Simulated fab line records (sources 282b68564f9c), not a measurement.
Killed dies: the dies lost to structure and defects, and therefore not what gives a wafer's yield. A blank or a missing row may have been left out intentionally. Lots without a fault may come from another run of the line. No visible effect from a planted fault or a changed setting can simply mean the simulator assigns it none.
fab line records	flow rit-cmos	part 1 of 2: steps 1 to 27 of 38
record: lots: 5	wafers: 15	last-day: 7
route steps=202 shown PSD@157 NSD@158 PLDD@159 NLDD@160 SILICIDE@161 CONTACT@168 M1@184
lots untouched by any fault: they come from a run of this same line in which no faults occurred
start-h: hours from the record's opening day to when the first of the lot's shown wafers began	wait-h: hours from the lot's prior step to this one	" unchanged from the row above	L1.1+2: one row covering several wafers at once	- either no value or no given start	* or withheld: withheld	< > ~ a bound
route shown NAME@n: names a module that has steps shown in the file, with the first one's number in the route	usual: mean/standard deviation of fault-free wafers	same: alike in all rows	chamber/n: place in a boat	sites: each site's reading	_std_site: standard deviation across them	_edge_site: mean of outer sites minus mean of inner sites	radius-mm: how far each site lies from the wafer's centre	mask NAME#n: copy n	behind: tool/chamber where the wafer was last shaped	hold: what put the lot on hold/how long, in hours/how the hold closed	device: transistor that didn't switch, given as n, p or np	end of line: the route-end tests of the same wafers	a step given without rows: its recipe and nothing more	killed: count of dies lost to structure and defects at first sort (not the wafer's yield)	map: a wafer's dies, marking killed ones x, the rest . and places with no die _
set.NAME: the setting as run; set.NAME@STEP: as run at that earlier step	model.NAME: the simulator's own value behind a step, which no gauge read
a table for each step, a row for each wafer; lots at some steps of the route
services: the hour from which a tool's chamber was out of use, counted from the record's first day as start-h (under 0 if before that day), plus the number of hours and why
== steps ==
step: RIT_SDANNEAL_RS_MEAS_04
recipe: thk-meas-gauge: four-point-probe
usual: PSD_RS: 115.44/0.29
lot.wafer	tool	chamber	start-h	wait-h	PSD_RS[ohm/sq]
L082.1	film-metro-04	-	103.00	0.0	115.49
L082.3	"	-	"	"	115.09
L082.6	"	-	"	"	115.21
L088.1	film-metro-02	-	145.08	0.0	115.78
L088.2	"	-	"	"	115.49
L088.5	"	-	"	"	115.88
L090.2	film-metro-01	-	158.31	0.1	114.73
L090.4	"	-	"	"	114.92
L090.5	"	-	"	"	114.94
L093.1	film-metro-04	-	169.79	0.0	115.32
L093.3	"	-	"	"	115.25
L093.6	"	-	"	"	114.78
L095.1	film-metro-02	-	170.19	0.0	115.57
L095.5	"	-	"	"	115.27
L095.6	"	-	"	"	115.17
step: RIT_SDANNEAL_RS_MEAS_05
recipe: thk-meas-gauge: four-point-probe
usual: NSD_RS: 84.5/0.3
lot.wafer	tool	chamber	start-h	wait-h	NSD_RS[ohm/sq]
L082.1	film-metro-04	-	103.12	0.1	84.3
L082.3	"	-	"	"	84.5
L082.6	"	-	"	"	84.3
L088.1	film-metro-02	-	145.20	0.1	84.8
L088.2	"	-	"	"	84.5
L088.5	"	-	"	"	84.2
L090.2	film-metro-01	-	158.43	0.1	84.5
L090.4	"	-	"	"	84.6
L090.5	"	-	"	"	84.8
L093.1	film-metro-04	-	169.91	0.1	84.3
L093.3	"	-	"	"	84.0
L093.6	"	-	"	"	84.2
L095.1	film-metro-02	-	170.31	0.1	85.0
L095.5	"	-	"	"	84.3
L095.6	"	-	"	"	84.9
step: RIT_SDANNEAL_RS_MEAS_06
recipe: thk-meas-gauge: four-point-probe
usual: PLDD_RS: 179.6/0.48
lot.wafer	tool	chamber	start-h	wait-h	PLDD_RS[ohm/sq]
L082.1	film-metro-04	-	103.24	0.1	179.3
L082.3	"	-	"	"	178.9
L082.6	"	-	"	"	179.6
L088.1	film-metro-02	-	145.32	0.1	179.5
L088.2	"	-	"	"	179.4
L088.5	"	-	"	"	179.5
L090.2	film-metro-01	-	158.55	0.1	178.2
L090.4	"	-	"	"	178.9
L090.5	"	-	"	"	178.8
L093.1	film-metro-04	-	170.03	0.1	178.9
L093.3	"	-	"	"	179.7
L093.6	"	-	"	"	179.1
L095.1	film-metro-02	-	170.43	0.1	179.2
L095.5	"	-	"	"	180.0
L095.6	"	-	"	"	179.9
step: RIT_SDANNEAL_RS_MEAS_07
recipe: thk-meas-gauge: four-point-probe
usual: NLDD_RS: 150.4/0.52
lot.wafer	tool	chamber	start-h	wait-h	NLDD_RS[ohm/sq]
L082.1	film-metro-04	-	103.36	0.1	149.9
L082.3	"	-	"	"	149.9
L082.6	"	-	"	"	149.5
L088.1	film-metro-02	-	145.44	0.1	150.3
L088.2	"	-	"	"	150.0
L088.5	"	-	"	"	150.0
L090.2	film-metro-01	-	158.67	0.1	150.0
L090.4	"	-	"	"	149.7
L090.5	"	-	"	"	150.3
L093.1	film-metro-04	-	170.15	0.1	150.6
L093.3	"	-	"	"	150.1
L093.6	"	-	"	"	150.3
L095.1	film-metro-02	-	170.55	0.1	150.8
L095.5	"	-	"	"	150.4
L095.6	"	-	"	"	150.8
step: RIT_SILICIDE_WET_ETCH_00
recipe: chemistry: BOE	target: SiO2	target-depth-nm: 14	time-s: 15	dry: n2-spin	dilution: 10:1	temp-c: 21.5
lot.wafer	tool	chamber	start-h	wait-h
L082.1+3+6	wet-bench-01	2	103.48	0.1
L088.1+2+5	wet-bench-03	3	145.56	0.1
L090.2+4+5	wet-bench-03	1	158.77	0.1
L093.1+3+6	wet-bench-03	2	170.27	0.1
L095.1+5+6	wet-bench-01	1	170.67	0.1
step: RIT_SILICIDE_SPUTTER_01
recipe: material: Ti	target-thk-nm: 30	power-w: 350	chamber-pressure-pa: 0.667	gas: Ar	time-s: 240	substrate-temp-c: 25
usual: throttle-valve-pct: 30.0/0.71
lot.wafer	tool	chamber	start-h	wait-h	throttle-valve-pct
L082.1	pvd-sputter-02	-	103.49	0.0	29.4
L082.3	"	-	"	"	31.0
L082.6	"	-	"	"	30.4
L088.1	pvd-sputter-03	-	145.58	0.0	30.2
L088.2	"	-	"	"	30.0
L088.5	"	-	"	"	29.9
L090.2	pvd-sputter-04	-	158.78	0.0	29.7
L090.4	"	-	"	"	30.2
L090.5	"	-	"	"	29.8
L093.1	pvd-sputter-04	-	170.28	0.0	28.9
L093.3	"	-	"	"	30.2
L093.6	"	-	"	"	30.2
L095.1	pvd-sputter-03	-	170.69	0.0	31.1
L095.5	"	-	"	"	29.9
L095.6	"	-	"	"	29.2
step: RIT_SILICIDE_RS_MEAS_02
recipe: thk-meas-gauge: four-point-probe	reads: Ti_of_SILICIDE_SPUTTER_01
usual: SILICIDE_TI_RS: 48.0/0.82
lot.wafer	tool	chamber	start-h	wait-h	SILICIDE_TI_RS[ohm/sq]
L082.1	film-metro-01	-	103.64	0.1	48.9
L082.3	"	-	"	"	47.7
L082.6	"	-	"	"	48.8
L088.1	film-metro-03	-	145.73	0.1	48.9
L088.2	"	-	"	"	48.7
L088.5	"	-	"	"	48.4
L090.2	film-metro-03	-	158.95	0.1	46.8
L090.4	"	-	"	"	47.1
L090.5	"	-	"	"	46.5
L093.1	film-metro-03	-	170.43	0.1	46.8
L093.3	"	-	"	"	47.4
L093.6	"	-	"	"	47.5
L095.1	film-metro-03	-	170.84	0.1	47.1
L095.5	"	-	"	"	47.2
L095.6	"	-	"	"	47.4
step: RIT_SILICIDE_THK_MEAS_03
recipe: thk-meas-gauge: xrf	reads: Ti_of_SILICIDE_SPUTTER_01
usual: SILICIDE_TI_THK: 29.6/0.43
lot.wafer	tool	chamber	start-h	wait-h	SILICIDE_TI_THK[nm]
L082.1	film-metro-01	-	103.76	0.1	29.0
L082.3	"	-	"	"	29.5
L082.6	"	-	"	"	29.2
L088.1	film-metro-03	-	145.85	0.1	29.3
L088.2	"	-	"	"	29.3
L088.5	"	-	"	"	29.2
L090.2	film-metro-03	-	159.06	0.1	30.3
L090.4	"	-	"	"	30.0
L090.5	"	-	"	"	30.5
L093.1	film-metro-03	-	170.55	0.1	30.4
L093.3	"	-	"	"	29.8
L093.6	"	-	"	"	29.9
L095.1	film-metro-03	-	170.96	0.1	30.1
L095.5	"	-	"	"	30.0
L095.6	"	-	"	"	30.0
step: RIT_SILICIDE_RTA_04
recipe: temp-c: 650	time-s: 10	idle-temp-c: 25	ramp-up-s: 5	ramp-down-s: 5	cool-to-c: 25	ambient: N2
usual: wafer_temp_C_max: 653.3/0.68
lot.wafer	tool	chamber	start-h	wait-h	wafer_temp_C_max
L082.1	rtp-anneal-01	0	103.82	0.1	653.7
L082.3	"	0	"	"	653.6
L082.6	"	0	"	"	653.7
L088.1	rtp-anneal-01	0	145.91	0.1	653.4
L088.2	"	0	"	"	653.3
L088.5	"	0	"	"	653.9
L090.2	rtp-anneal-01	0	159.12	0.1	654.1
L090.4	"	0	"	"	652.5
L090.5	"	0	"	"	653.7
L093.1	rtp-anneal-02	0	170.61	0.1	651.6
L093.3	"	0	"	"	653.3
L093.6	"	0	"	"	651.9
L095.1	rtp-anneal-02	0	171.02	0.1	652.9
L095.5	"	0	"	"	652.2
L095.6	"	0	"	"	652.0
step: RIT_SILICIDE_WET_ETCH_05
recipe: chemistry: SPM	target: Ti	temp-c: 90	time-s: 120	dry: n2-spin
lot.wafer	tool	chamber	start-h	wait-h
L082.1+3+6	wet-bench-04	2	103.89	0.1
L088.1+2+5	wet-bench-04	3	145.97	0.1
L090.2+4+5	wet-bench-04	0	159.18	0.0
L093.1+3+6	wet-bench-03	0	170.68	0.1
L095.1+5+6	wet-bench-04	1	171.08	0.1
step: RIT_SILICIDE_RTA_06
recipe: temp-c: 750	time-s: 10	idle-temp-c: 25	ramp-up-s: 5	ramp-down-s: 10	cool-to-c: 25	ambient: N2
usual: wafer_temp_C_max: 753.8/0.76
lot.wafer	tool	chamber	start-h	wait-h	wafer_temp_C_max
L082.1	rtp-anneal-02	0	103.93	0.0	752.7
L082.3	"	0	"	"	754.1
L082.6	"	0	"	"	754.4
L088.1	rtp-anneal-02	0	146.02	0.0	754.5
L088.2	"	0	"	"	753.7
L088.5	"	0	"	"	752.7
L090.2	rtp-anneal-02	0	159.23	0.0	752.6
L090.4	"	0	"	"	752.6
L090.5	"	0	"	"	753.4
L093.1	rtp-anneal-01	0	170.72	0.0	755.0
L093.3	"	0	"	"	754.3
L093.6	"	0	"	"	755.6
L095.1	rtp-anneal-01	0	171.17	0.0	752.8
L095.5	"	0	"	"	753.4
L095.6	"	0	"	"	754.2
step: RIT_CONTACT_CVD_00
recipe: material: SiO2	target-thk-nm: 400	precursor: TEOS	temp-c: 390	time-s: 61	rf-w: 414.4
usual: heater-power-w: 298/42
lot.wafer	tool	chamber	start-h	wait-h	heater-power-w	since-wet-clean-h
L082.1	pecvd-01	2	103.99	0.1	324	1050
L082.3	"	0	"	"	418	1050
L082.6	"	1	"	"	285	-
L088.1	pecvd-01	1	146.08	0.1	265	1092
L088.2	"	2	"	"	316	1092
L088.5	"	1	"	"	308	-
L090.2	pecvd-02	1	159.28	0.0	270	715
L090.4	"	1	"	"	275	-
L090.5	"	0	"	"	282	-
L093.1	pecvd-01	1	170.79	0.1	339	1117
L093.3	"	2	"	"	257	1117
L093.6	"	0	"	"	390	-
L095.1	pecvd-04	2	171.23	0.1	267	1507
L095.5	"	0	"	"	332	-
L095.6	"	2	"	"	280	-
step: RIT_CONTACT_THK_MEAS_01
recipe: reads: SiO2_of_CONTACT_CVD_00
usual: CONTACT_TEOS_THK: 404/5
lot.wafer	tool	chamber	start-h	wait-h	CONTACT_TEOS_THK[nm]
L082.1	film-metro-03	-	104.04	0.0	403
L082.3	"	-	"	"	404
L082.6	"	-	"	"	409
L088.1	film-metro-03	-	146.16	0.1	400
L088.2	"	-	"	"	403
L088.5	"	-	"	"	404
L090.2	film-metro-03	-	159.34	0.0	404
L090.4	"	-	"	"	411
L090.5	"	-	"	"	408
L093.1	film-metro-04	-	170.84	0.0	401
L093.3	"	-	"	"	402
L093.6	"	-	"	"	413
L095.1	film-metro-01	-	171.29	0.0	403
L095.5	"	-	"	"	413
L095.6	"	-	"	"	405
step: RIT_CONTACT_HMDS_02
recipe: prime-time-s: 60	prime-temp-c: 140
usual: chill-plate-temp-C: 23.00/0.11
lot.wafer	tool	chamber	start-h	wait-h	chill-plate-temp-C
L082.1	litho-track-02	0	104.10	0.1	22.97
L082.3	"	0	"	"	23.01
L082.6	"	0	"	"	23.06
L088.1	litho-track-02	0	146.32	0.1	22.94
L088.2	"	0	"	"	23.02
L088.5	"	0	"	"	22.93
L090.2	litho-track-02	0	159.42	0.1	23.03
L090.4	"	0	"	"	23.03
L090.5	"	0	"	"	23.22
L093.1	litho-track-01	0	170.90	0.1	22.90
L093.3	"	0	"	"	23.02
L093.6	"	0	"	"	23.00
L095.1	litho-track-03	0	171.35	0.1	22.91
L095.5	"	0	"	"	23.04
L095.6	"	0	"	"	23.00
step: RIT_CONTACT_COAT_03
recipe: resist: NOVOLAK	spin-rpm: 3250	resist-thk-nm: 1000
usual: chill-plate-temp-C: 23.00/0.1
lot.wafer	tool	chamber	start-h	wait-h	chill-plate-temp-C
L082.1	litho-track-02	0	104.25	0.1	22.86
L082.3	"	0	"	"	22.95
L082.6	"	0	"	"	23.07
L088.1	litho-track-02	0	146.47	0.1	23.10
L088.2	"	0	"	"	23.19
L088.5	"	0	"	"	23.07
L090.2	litho-track-02	0	159.57	0.1	22.87
L090.4	"	0	"	"	23.00
L090.5	"	0	"	"	22.91
L093.1	litho-track-01	0	171.05	0.1	22.91
L093.3	"	0	"	"	22.91
L093.6	"	0	"	"	22.90
L095.1	litho-track-03	0	171.50	0.1	22.92
L095.5	"	0	"	"	23.14
L095.6	"	0	"	"	22.96
step: RIT_CONTACT_SOFTBAKE_04
recipe: resist: NOVOLAK	temp-c: 90	time-s: 60
usual: chill-plate-temp-C: 23.02/0.11
lot.wafer	tool	chamber	start-h	wait-h	chill-plate-temp-C
L082.1	litho-track-02	0	104.40	0.1	23.10
L082.3	"	0	"	"	23.03
L082.6	"	0	"	"	22.92
L088.1	litho-track-02	0	146.62	0.1	23.00
L088.2	"	0	"	"	23.06
L088.5	"	0	"	"	23.05
L090.2	litho-track-02	0	159.72	0.1	23.02
L090.4	"	0	"	"	23.18
L090.5	"	0	"	"	23.07
L093.1	litho-track-01	0	171.20	0.1	22.96
L093.3	"	0	"	"	22.92
L093.6	"	0	"	"	23.02
L095.1	litho-track-03	0	171.65	0.1	23.11
L095.5	"	0	"	"	23.01
L095.6	"	0	"	"	22.82
step: RIT_CONTACT_EXPOSE_05
recipe: mask-id: M11	na: 0.6	source-shape: conventional	sigma-outer: 0.5	target-cd-nm: 1000	dose-mj: 250
lot.wafer	tool	chamber	start-h	wait-h	mask
L082.1+3+6	iline-stepper-02	0	104.68	0.2	M11#0
L088.1+2+5	iline-stepper-01	0	146.89	0.2	M11#0
L090.2+4+5	iline-stepper-02	0	159.99	0.2	M11#0
L093.1+3+6	iline-stepper-01	0	171.44	0.2	M11#0
L095.1+5+6	iline-stepper-01	0	171.91	0.2	M11#0
step: RIT_CONTACT_PEB_06
recipe: resist: NOVOLAK	temp-c: withheld	time-s: withheld
usual: chill-plate-temp-C: *
lot.wafer	tool	chamber	start-h	wait-h	chill-plate-temp-C
L082.1	litho-track-03	0	104.80	0.1	*
L082.3	"	0	"	"	*
L082.6	"	0	"	"	*
L088.1	litho-track-02	0	147.01	0.1	*
L088.2	"	0	"	"	*
L088.5	"	0	"	"	*
L090.2	litho-track-01	0	160.11	0.1	*
L090.4	"	0	"	"	*
L090.5	"	0	"	"	*
L093.1	litho-track-01	0	171.72	0.3	*
L093.3	"	0	"	"	*
L093.6	"	0	"	"	*
L095.1	litho-track-02	0	172.08	0.1	*
L095.5	"	0	"	"	*
L095.6	"	0	"	"	*
step: RIT_CONTACT_DEVELOP_07
recipe: resist: NOVOLAK	develop-time-s: 120	dev-temp-c: 23
usual: chill-plate-temp-C: 23.00/0.098
lot.wafer	tool	chamber	start-h	wait-h	chill-plate-temp-C
L082.1	litho-track-03	0	-	-	22.93
L082.3	"	0	"	"	22.92
L082.6	"	0	"	"	23.05
L088.1	litho-track-02	0	-	-	22.89
L088.2	"	0	"	"	23.00
L088.5	"	0	"	"	23.06
L090.2	litho-track-01	0	-	-	22.92
L090.4	"	0	"	"	22.92
L090.5	"	0	"	"	22.94
L093.1	litho-track-01	0	-	-	22.88
L093.3	"	0	"	"	22.93
L093.6	"	0	"	"	22.98
L095.1	litho-track-02	0	-	-	23.11
L095.5	"	0	"	"	23.13
L095.6	"	0	"	"	22.94
step: RIT_CONTACT_CD_MEAS_08
recipe: target-cd-nm: 1000
usual: cd-nm: 1000.0/2.2
lot.wafer	tool	chamber	start-h	wait-h	cd-nm
L082.1	cd-sem-02	-	105.20	-	999.6
L082.3	"	-	"	"	997.0
L082.6	"	-	"	"	999.0
L088.1	cd-sem-02	-	147.41	-	1002.5
L088.2	"	-	"	"	1003.7
L088.5	"	-	"	"	1003.1
L090.2	cd-sem-01	-	160.51	-	998.0
L090.4	"	-	"	"	997.3
L090.5	"	-	"	"	995.1
L093.1	cd-sem-02	-	172.12	-	1004.3
L093.3	"	-	"	"	1003.6
L093.6	"	-	"	"	1002.7
L095.1	cd-sem-01	-	172.48	-	1000.6
L095.5	"	-	"	"	1001.7
L095.6	"	-	"	"	1000.1
step: RIT_CONTACT_OVL_MEAS_09
usual: CONTACT_OVL: 1.2/1.6
lot.wafer	tool	chamber	start-h	wait-h	CONTACT_OVL[nm]
L082.1	overlay-02	-	105.32	0.1	4.3
L082.3	"	-	"	"	2.6
L082.6	"	-	"	"	2.2
L088.1	overlay-01	-	147.53	0.1	-0.2
L088.2	"	-	"	"	0.5
L088.5	"	-	"	"	-0.6
L090.2	overlay-02	-	160.61	0.1	2.7
L090.4	"	-	"	"	4.3
L090.5	"	-	"	"	1.7
L093.1	overlay-01	-	172.24	0.1	0.6
L093.3	"	-	"	"	-0.2
L093.6	"	-	"	"	1.4
L095.1	overlay-02	-	172.60	0.1	2.2
L095.5	"	-	"	"	-0.5
L095.6	"	-	"	"	0.3
step: RIT_CONTACT_HARDBAKE_10
recipe: resist: NOVOLAK	temp-c: 140	time-s: 60
usual: chill-plate-temp-C: 22.99/0.1
lot.wafer	tool	chamber	start-h	wait-h	chill-plate-temp-C
L082.1	litho-track-02	0	105.35	0.0	23.13
L082.3	"	0	"	"	23.06
L082.6	"	0	"	"	23.10
L088.1	litho-track-01	0	147.57	0.0	22.93
L088.2	"	0	"	"	22.89
L088.5	"	0	"	"	23.06
L090.2	litho-track-01	0	160.96	0.3	22.95
L090.4	"	0	"	"	23.04
L090.5	"	0	"	"	22.98
L093.1	litho-track-01	0	172.28	0.0	22.98
L093.3	"	0	"	"	23.04
L093.6	"	0	"	"	22.94
L095.1	litho-track-01	0	172.63	0.0	22.83
L095.5	"	0	"	"	22.86
L095.6	"	0	"	"	22.84
step: RIT_CONTACT_ETCH_11
recipe: target-depth-a: 4800	over-etch-frac: 0.2	stop-on: TiSi2	chemistry: CHF3/CF4/Ar	target: SiO2	CHF3_flow_sccm: 50	cf4-flow-sccm: 10	Ar_flow_sccm: 100	O2_flow_sccm: 5	pressure-mtorr: 100	rf-w: 200	time-s: 320
usual: drypump-motor-current-A: 5.8/0.48	oes-product-au: 0.987/0.014	throttle-valve-pct: 8.84/0.19
lot.wafer	tool	chamber	start-h	wait-h	drypump-motor-current-A	oes-product-au	rf-hours-counter-h	throttle-valve-pct
L082.1	rie-diel-01	3	105.50	0.1	4.8	0.982	147	8.96
L082.3	"	2	"	"	5.4	1.001	3	8.60
L082.6	"	1	"	"	6.2	0.996	-	8.99
L088.1	rie-diel-01	3	147.72	0.1	4.8	0.985	148	8.95
L088.2	"	2	"	"	5.4	0.994	4	8.60
L088.5	"	2	"	"	5.4	0.991	-	8.59
L090.2	rie-diel-03	1	161.09	0.1	6.0	0.984	1	8.54
L090.4	"	0	"	"	6.5	0.979	3	8.74
L090.5	"	0	"	"	6.5	0.978	-	8.76
L093.1	rie-diel-04	0	172.43	0.1	5.7	0.977	14	8.67
L093.3	"	3	"	"	5.5	0.969	6	8.72
L093.6	"	3	"	"	5.5	0.983	-	8.72
L095.1	rie-diel-03	2	172.78	0.1	5.8	1.011	147	9.09
L095.5	"	1	"	"	6.0	0.997	-	8.56
L095.6	"	2	"	"	5.8	1.004	-	9.09
step: RIT_CONTACT_STRIP_12
recipe: chemistry: O2	time-s: 175.2	resist: NOVOLAK	platen-temp-c: withheld	power-w: 500	pressure-mtorr: 4000	o2-flow-sccm: 4000
usual: drypump-motor-current-A: 5.9/0.58	rf-refl-power-W: 6.4/0.71
lot.wafer	tool	chamber	start-h	wait-h	drypump-motor-current-A	rf-hours-counter-h	rf-refl-power-W
L082.1	plasma-asher-04	1	105.70	0.1	5.0	44	4.4
L082.3	"	0	"	"	6.6	-	6.3
L082.6	"	0	"	"	6.6	-	6.6
L088.1	plasma-asher-01	0	147.91	0.1	6.8	35	6.3
L088.2	"	1	"	"	5.7	35	6.3
L088.5	"	1	"	"	5.8	-	6.4
L090.2	plasma-asher-01	0	161.28	0.1	6.8	36	6.6
L090.4	"	1	"	"	5.7	-	6.2
L090.5	"	0	"	"	6.8	-	6.7
L093.1	plasma-asher-03	1	172.62	0.1	5.4	7	6.9
L093.3	"	1	"	"	5.4	-	7.0
L093.6	"	1	"	"	5.4	-	6.8
L095.1	plasma-asher-04	0	172.98	0.1	6.6	52	6.6
L095.5	"	0	"	"	6.5	-	6.5
L095.6	"	1	"	"	5.0	-	4.8
step: RIT_CONTACT_CD_MEAS_90
recipe: target-cd-nm: 1000
usual: cd-nm: 1000.0/2.2
lot.wafer	tool	chamber	start-h	wait-h	cd-nm
L082.1	cd-sem-02	-	105.87	0.1	999.3
L082.3	"	-	"	"	996.9
L082.6	"	-	"	"	998.8
L088.1	cd-sem-02	-	148.09	0.1	1002.8
L088.2	"	-	"	"	1004.1
L088.5	"	-	"	"	1003.4
L090.2	cd-sem-01	-	161.48	0.1	998.7
L090.4	"	-	"	"	996.9
L090.5	"	-	"	"	995.0
L093.1	cd-sem-02	-	172.80	0.1	1004.5
L093.3	"	-	"	"	1003.0
L093.6	"	-	"	"	1002.2
L095.1	cd-sem-01	-	173.15	0.1	1000.1
L095.5	"	-	"	"	1002.2
L095.6	"	-	"	"	1000.0
step: RIT_CONTACT_CLEAN_13
recipe: chemistry: SC1	mix: 3:3:50	time-s: 600	temp-c: 75
lot.wafer	tool	chamber	start-h	wait-h
L082.1+3+6	wet-bench-02	2	105.99	0.1
L088.1+2+5	wet-bench-04	0	148.21	0.1
L090.2+4+5	wet-bench-04	2	161.58	0.1
L093.1+3+6	wet-bench-02	2	172.92	0.1
L095.1+5+6	wet-bench-03	2	173.27	0.1
step: RIT_CONTACT_CLEAN_14
recipe: chemistry: SC2	mix: 3:3:50	time-s: 600	temp-c: 75	dry: n2-spin
lot.wafer	tool	chamber	start-h	wait-h
L082.1+3+6	wet-bench-03	1	106.17	0.0
L088.1+2+5	wet-bench-02	1	148.40	0.0
L090.2+4+5	wet-bench-04	2	161.75	0.0
L093.1+3+6	wet-bench-04	0	173.09	0.0
L095.1+5+6	wet-bench-02	2	173.45	0.0
